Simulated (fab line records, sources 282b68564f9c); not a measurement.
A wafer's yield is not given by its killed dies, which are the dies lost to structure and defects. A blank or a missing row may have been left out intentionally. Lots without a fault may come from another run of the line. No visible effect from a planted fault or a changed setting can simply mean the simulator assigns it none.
2 desks, one fault	flow rit-cmos	every desk sees just its own numbers, and what lay behind them comes last

## THE TOOL OWNER'S DESK: furnace-04
The tool's own readings at RIT_FOX1_OXIDATION_00 (target thk 350.7 nm, ox time 1130 s): means of the sampled wafers that have a number, for each lot that ran on this tool. If a lot's mean is further than 4 standard deviations from the usual mean, the lot is out of limits and carries the mark OUT (the distance appears in the brackets).
Columns: A = tube-center-temp-C at RIT_FOX1_OXIDATION_00, usual 1100 C
lot	first seen here	A
L649	day 2 11:32	1100
L656	day 3 22:38	1100
L657	day 4 03:59	1100
L658	day 4 08:30	1100
L659	day 4 13:53	1100
This desk's finding: nothing out of limits on any of the 5 lots.

## FROM THE METROLOGY DESK
Means of the sampled wafers that have a number, per lot and without regard to the tool the lot ran on: this is what the gauges read. If a lot's mean is further than 4 standard deviations from the usual mean, the lot is out of limits and carries the mark OUT (the distance appears in the brackets).
Columns: A = FOX1_OXIDE_THK at RIT_FOX1_THK_MEAS_01, usual 353 nm; B = FOX2_OXIDE_THK at RIT_FOX2_THK_MEAS_01, usual 349 nm; C = NRETRO_TW at RIT_NRETRO_TW_MEAS_10, usual 1048
lot	first seen here	A	B	C
L646	day 1 22:04	363	346	1042
L647	day 2 04:04	358	355	1042
L649	day 2 12:50	352	349	1049
L650	day 2 17:58	353	340	1056
L651	day 2 22:51	346	361	1053
L652	day 3 04:40	349	356	1054
L655	day 3 18:57	351	343	1042
L656	day 3 23:56	357	346	1045
L657	day 4 05:18	339	357	1057
L658	day 4 09:50	302 (-8.2) OUT	354	1039
L659	day 4 15:12	305 (-7.8) OUT	349	1049
L660	day 4 19:56	350	350	1050
L666	day 6 01:50	363	350	1042
L668	day 6 13:23	358	360	1044
This desk reports L658, L659 out of limits; the earliest was L658 at day 4 09:50 (FOX1_OXIDE_THK at RIT_FOX1_THK_MEAS_01). L646, L647, L649, L650, L651, L652, L655, L656, L657, L660, L666, L668: within limits.

## TAKEN TOGETHER
The metrology desk could have raised an alarm at day 4 09:50, on L658, L659.
Nothing out of limits was seen by the tool owner's desk.
On record at the tool owner's desk: L658, L659, within its limits.
Every lot named ran RIT_FOX1_OXIDATION_00 on furnace-04.

## WHAT THE SIMULATOR HAD INSERTED
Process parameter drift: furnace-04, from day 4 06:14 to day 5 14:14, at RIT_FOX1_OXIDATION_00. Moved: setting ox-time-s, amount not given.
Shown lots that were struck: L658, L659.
Hours from the fault's start to each desk's first reading out of limits: the metrology desk, 4.
